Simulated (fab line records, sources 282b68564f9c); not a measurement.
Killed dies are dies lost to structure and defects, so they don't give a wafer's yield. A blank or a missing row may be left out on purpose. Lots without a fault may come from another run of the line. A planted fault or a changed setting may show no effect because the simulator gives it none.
A struck lot beside a sound one | flow rit_cmos | 44 steps out of a route of 202
Sound: wafers L295.1, L295.2, L295.3. Struck: wafers L307.2, L307.5, L307.6. The cause comes at the end.
At each step with rows: each side's tool, then ch and its chambers, then its first start. Under that, the readings that differ: sound wafers | struck wafers | difference of the means | sigmas: that difference in standard deviations of wafers without a fault.
alike: readings whose means differ by less than 2 such deviations, and words and numbers that are the same on both sides. not compared: withheld readings, readings that some wafer has no value for, bounds like >300 that may hide the same value, and numbers for which the record gives no deviation and whose values overlap.
The two part at a step that has a row with sigmas, a row that says differs or no value, or rows on one side only. Numbers that don't overlap but have no deviation are shown without sigmas and don't part them. A reading that every wafer of one side lacks parts them only if that side has two wafers or more.

first, 2 steps without rows for these wafers: RIT_NLDD_HARDBAKE_07 (time 60 s); RIT_NLDD_IMPLANT_08.
RIT_NLDD_STRIP_09: strips in O2, time 180 s.
  sound on plasma_asher-03 ch 0,1, day 3 19:10; struck on plasma_asher-03 ch 0,1, day 6 03:36
  alike: drypump_motor_current_A, rf_refl_power_W
  not compared: rf_hours_counter_h
RIT_NLDD_TW_MEAS_10:
  sound on film_metro-02, day 3 19:20; struck on film_metro-04, day 6 03:47
  alike: NLDD_TW
then, 6 steps without rows for these wafers: RIT_PLDD_HMDS_00 (prime time 60 s); RIT_PLDD_COAT_01 (resist thk 1000 nm); RIT_PLDD_SOFTBAKE_02 (time 60 s); RIT_PLDD_EXPOSE_03 (exposes mask M8, target cd 40900 nm); RIT_PLDD_PEB_04; RIT_PLDD_DEVELOP_05 (develop time 50 s).
RIT_PLDD_OVL_MEAS_06:
  sound on overlay-01, day 3 20:22; struck on overlay-01, day 6 04:41
  alike: PLDD_OVL
then, 1 step without rows for these wafers: RIT_PLDD_HARDBAKE_07 (time 60 s).
RIT_PLDD_IMPLANT_08:
  sound on implanter-04 ch 0, day 3 20:40; struck on implanter-01 ch 0, day 6 04:54
RIT_PLDD_STRIP_09: strips in O2, time 180 s.
  sound on plasma_asher-02 ch 0,1, day 3 20:49; struck on plasma_asher-04 ch 0,1, day 6 05:01
  alike: drypump_motor_current_A, rf_refl_power_W
  not compared: rf_hours_counter_h
RIT_PLDD_TW_MEAS_10:
  sound on film_metro-04, day 3 20:59; struck on film_metro-03, day 6 05:13
  reading | sound          | struck         | difference | sigmas
  PLDD_TW | 2363 2366 2368 | 2302 2317 2299 | -60        | -5
then, 4 steps without rows for these wafers: RIT_SPACER_CLEAN_00 (cleans in SC1, time 600 s); RIT_SPACER_CLEAN_01 (cleans in dHF, time 30 s); RIT_SPACER_CLEAN_02 (cleans in SC2, time 600 s); RIT_SPACER_CVD_03 (deposits Si3N4 from SiH2Cl2/NH3, target thk 250 nm, time 3300 s).
RIT_SPACER_THK_MEAS_04:
  sound on film_metro-01, day 3 23:23; struck on film_metro-02, day 6 07:33
  alike: SPACER_NITRIDE_THK
RIT_SPACER_ETCHBACK_05: etches Si3N4 in SF6/CHF3, stops on SiO2, target depth 250 nm, time 240 s.
  sound on rie_diel-01 ch 0,1,2, day 3 23:26; struck on rie_diel-01 ch 0,3, day 6 07:36
  alike: drypump_motor_current_A, oes_product_au, throttle_valve_pct
  not compared: rf_hours_counter_h
then, 6 steps without rows for these wafers: RIT_NSD_HMDS_00 (prime time 60 s); RIT_NSD_COAT_01 (resist thk 1000 nm); RIT_NSD_SOFTBAKE_02 (time 60 s); RIT_NSD_EXPOSE_03 (exposes mask M9, target cd 40700 nm); RIT_NSD_PEB_04; RIT_NSD_DEVELOP_05 (develop time 50 s).
RIT_NSD_OVL_MEAS_06:
  sound on overlay-01, day 4 02:56; struck on overlay-01, day 6 08:53
  alike: NSD_OVL
then, 2 steps without rows for these wafers: RIT_NSD_HARDBAKE_07 (time 60 s); RIT_NSD_IMPLANT_08.
RIT_NSD_STRIP_09: strips in O2, time 180 s.
  sound on plasma_asher-01 ch 0,1, day 4 03:23; struck on plasma_asher-01 ch 0,1, day 6 09:13
  alike: drypump_motor_current_A, rf_refl_power_W
  not compared: rf_hours_counter_h
RIT_NSD_TW_MEAS_10:
  sound on film_metro-02, day 4 03:34; struck on film_metro-04, day 6 09:24
  alike: NSD_TW
then, 6 steps without rows for these wafers: RIT_PSD_HMDS_00 (prime time 60 s); RIT_PSD_COAT_01 (resist thk 1000 nm); RIT_PSD_SOFTBAKE_02 (time 60 s); RIT_PSD_EXPOSE_03 (exposes mask M10, target cd 40900 nm); RIT_PSD_PEB_04; RIT_PSD_DEVELOP_05 (develop time 50 s).
RIT_PSD_OVL_MEAS_06:
  sound on overlay-02, day 4 04:46; struck on overlay-01, day 6 10:26
  alike: PSD_OVL
then, 2 steps without rows for these wafers: RIT_PSD_HARDBAKE_07 (time 60 s); RIT_PSD_IMPLANT_08.
RIT_PSD_STRIP_09: strips in O2, time 180 s.
  sound on plasma_asher-04 ch 0,1, day 4 05:08; struck on plasma_asher-04 ch 0,1, day 6 10:46
  alike: drypump_motor_current_A, rf_refl_power_W
  not compared: rf_hours_counter_h
RIT_SDANNEAL_RS_MEAS_06: measures by four-point-probe.
  sound on film_metro-04, day 4 06:04; struck on film_metro-03, day 6 11:44
  reading          | sound             | struck            | difference | sigmas
  PLDD_RS (ohm/sq) | 179.4 178.9 179.3 | 184.3 183.5 183.9 | +4.7       | +9
RIT_M1_PROBE_99:
  sound on prober-02, day 4 13:15; struck on prober-02, day 6 19:08
  reading                                    | sound             | struck               | difference | sigmas
  model.etest.pldd.rs_ohm_sq_range           | 9.489 15.71 10.26 | 42.24 35.61 36.02    | +26.14     |
  model.etest.pldd.rs_ohm_sq_rim_less_centre | 0.644 7.67 8.185  | -13.47 -11.29 -7.185 | -16.15     |
  model.etest.pmos_0p15.drive_ua_um_range    | 2.997 3.586 4.971 | 8.293 6.803 6.213    | +3.252     |
  alike: killed_at_front_end, killed_dies, killed_open, killed_short

WHERE THEY PART
First at RIT_PLDD_TW_MEAS_10; last, within this record, at RIT_SDANNEAL_RS_MEAS_06. Later steps at which nothing parts them and some readings are alike: RIT_M1_PROBE_99.

WHY: what the simulator had put in
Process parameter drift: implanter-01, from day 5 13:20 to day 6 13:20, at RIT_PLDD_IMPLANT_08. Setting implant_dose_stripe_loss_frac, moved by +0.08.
